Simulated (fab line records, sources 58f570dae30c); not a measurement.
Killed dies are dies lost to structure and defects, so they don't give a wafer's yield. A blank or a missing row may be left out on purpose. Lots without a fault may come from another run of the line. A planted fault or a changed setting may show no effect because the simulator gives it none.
Which tool did it? | flow berkeley_cmos170 | 14 lots, 42 wafers sampled, at 2 steps of a route of 331

WHAT THE GAUGES READ, wafer by wafer
UCB170_START_BOW_MEAS_00.
lot  | measured    | on            | INCOMING_BOW (um)
L619 | day 1 10:00 | film_metro-04 | 6 8 -6
L620 | day 1 15:02 | film_metro-04 | -5 6 -11
L622 | day 2 01:00 | film_metro-03 | -9 -6 3
L623 | day 2 06:00 | film_metro-04 | 2 3 10
L624 | day 2 11:01 | film_metro-01 | 0 -1 6
L625 | day 2 16:01 | film_metro-03 | -3 0 9
L626 | day 2 21:01 | film_metro-04 | -11 1 0
L627 | day 3 02:01 | film_metro-04 | 6 0 -3
L628 | day 3 07:00 | film_metro-01 | -2 4 2
L629 | day 3 12:00 | film_metro-03 | -4 -4 -1
L630 | day 3 17:00 | film_metro-03 | -7 -3 -5
L633 | day 4 08:00 | film_metro-01 | 3 -5 2
L635 | day 4 18:01 | film_metro-04 | 4 -9 0
L638 | day 5 09:00 | film_metro-03 | -10 -7 -3

UCB170_NWELL_THK_MEAS_02.
lot  | measured    | on            | NWELL_OXIDE_THK (nm)
L619 | day 2 03:31 | film_metro-01 | 26.1 26.2 25.7
L620 | day 2 03:32 | film_metro-02 | 25.8 25.5 25.3
L622 | day 2 18:20 | film_metro-04 | 26.3 26.5 26.8
L623 | day 3 00:13 | film_metro-04 | 25.9 25.8 26.1
L624 | day 3 05:05 | film_metro-04 | 25.9 25.7 26.2
L625 | day 3 11:43 | film_metro-02 | 26.3 26.0 26.0
L626 | day 3 11:47 | film_metro-02 | 25.7 25.8 26.2
L627 | day 3 11:43 | film_metro-01 | 26.4 26.5 26.4
L628 | day 4 01:53 | film_metro-02 | 26.3 26.1 27.1
L629 | day 4 07:04 | film_metro-02 | 25.9 26.2 26.2
L630 | day 4 07:04 | film_metro-04 | 26.1 26.8 26.4
L633 | day 5 03:52 | film_metro-02 | 26.9 27.1 27.3
L635 | day 5 08:04 | film_metro-02 | 26.7 26.2 26.7
L638 | day 6 02:09 | film_metro-01 | 25.8 26.7 26.0

WHICH TOOL RAN EACH LOT (tool, then ch and the chambers of the sampled wafers, then the start)
The record holds no process step before these readings.

WHAT THE TOOLS THEMSELVES READ (means of the sampled wafers that have a number; where no wafer has one, the mark that the record gives instead)
The record holds no such reading with a usual standard deviation.

THE ANSWER, worked out from the rows above alone
Rule: what is usual is taken from the lots themselves. Put in order of their means at a reading, lots are off if they are a third of the lots or fewer, leave a main group of 4 or more, and stand apart from it by a gap of 3 or more times the standard deviation of the main group's means; of several such gaps the widest counts. A main group whose means are all the same, to the digits that the tables above print for the reading, isn't used. A lot without any number at a reading at which 4 lots or more have one is off too. The other lots that the step has rows for count as sound. The gauges are gone through in route order, then the tools' own readings, and for those a lot's mean is taken as printed above. The first step at which some lot is off is used, and at that step the reading that is off furthest; a lot without a number counts as furthest.
No lot is off at any reading shown: from this, nothing can be told.

WHAT THE SIMULATOR HAD PUT IN
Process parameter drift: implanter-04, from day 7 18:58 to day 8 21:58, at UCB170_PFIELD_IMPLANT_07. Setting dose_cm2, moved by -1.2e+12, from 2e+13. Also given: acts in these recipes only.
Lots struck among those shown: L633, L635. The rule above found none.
